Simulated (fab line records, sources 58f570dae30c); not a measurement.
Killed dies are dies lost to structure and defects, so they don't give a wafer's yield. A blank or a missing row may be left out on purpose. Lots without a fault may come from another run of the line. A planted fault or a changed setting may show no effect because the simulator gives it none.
Chamber matching | flow berkeley_cmos170 | UCB170_V1_CMP_02 on cmp-01: 4 sister chambers
The step polishes SiO2. 14 wafers are shown with their chamber, then 7 later ones without.

WAFERS WITH THEIR CHAMBER
wafer  | chamber | slurry_filter_dp_kPa (kPa) | motor_current_A (A) | slurry_flow_ml_min
L481.1 | 2       | 13.62                      | 15.8                | 150.7
L481.2 | 0       | 13.49                      | 15.3                | 149.4
L481.5 | 2       | 13.45                      | 17.6                | 149.6
L482.4 | 1       | 13.52                      | 16.2                | 150.4
L482.5 | 3       | 13.52                      | 16.4                | 149.8
L482.6 | 2       | 13.46                      | 16.4                | 150.0
L485.1 | 0       | 13.77                      | 16.3                | 150.2
L485.3 | 3       | 13.47                      | 16.0                | 149.7
L485.4 | 1       | 13.58                      | 15.9                | 149.6
L487.1 | 3       | 13.65                      | 15.8                | 150.2
L487.3 | 2       | 13.57                      | 15.6                | 149.6
L487.5 | 2       | 13.54                      | 16.3                | 149.6
L498.2 | 3       | 13.73                      | 15.7                | 149.8
L498.3 | 0       | 13.60                      | 16.5                | 150.1

SIGNATURES (means of the wafers above)
reading              | chamber 0 | chamber 1 | chamber 2 | chamber 3 | scatter within a chamber
slurry_filter_dp_kPa | 13.6200   | 13.5500   | 13.5280   | 13.5925   | 0.103
motor_current_A      | 16.033    | 16.050    | 16.340    | 15.975    | 0.599
slurry_flow_ml_min   | 149.900   | 150.000   | 149.900   | 149.875   | 0.42
Rule: a wafer's distance from a chamber is the root of the sum, over the readings, of the square of ((its reading less the chamber's mean) divided by the reading's scatter). The wafer belongs to the nearest chamber; if the next one is less than 2 further off, it can't be placed. The scatter: the root of (the sum of the squares of (reading less its chamber's mean) over the shown wafers, divided by (wafers less chambers)).

WAFERS WITHOUT THEIR CHAMBER
wafer  | slurry_filter_dp_kPa (kPa) | motor_current_A (A) | slurry_flow_ml_min
L498.6 | 13.31                      | 16.7                | 150.7
L500.2 | 13.29                      | 15.6                | 149.4
L500.4 | 13.45                      | 16.7                | 149.9
L500.5 | 13.56                      | 16.3                | 149.9
L501.1 | 13.41                      | 15.5                | 150.8
L501.3 | 13.48                      | 16.0                | 149.8
L501.6 | 13.28                      | 16.3                | 150.0

WHICH CHAMBER EACH WENT THROUGH
wafer  | from the rows above               | in truth
L498.6 | can't be placed: 2 or 1 or 3 or 0 | 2
L500.2 | can't be placed: 2 or 1 or 3 or 0 | 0
L500.4 | can't be placed: 2 or 1 or 3 or 0 | 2
L500.5 | can't be placed: 2 or 1 or 3 or 0 | 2
L501.1 | can't be placed: 1 or 2 or 3 or 0 | 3
L501.3 | can't be placed: 2 or 1 or 3 or 0 | 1
L501.6 | can't be placed: 2 or 1 or 3 or 0 | 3
Placed correctly: 0 of 7. Can't be placed from these rows: 7 (the true chamber is among the candidates in 7). Placed wrongly: 0.
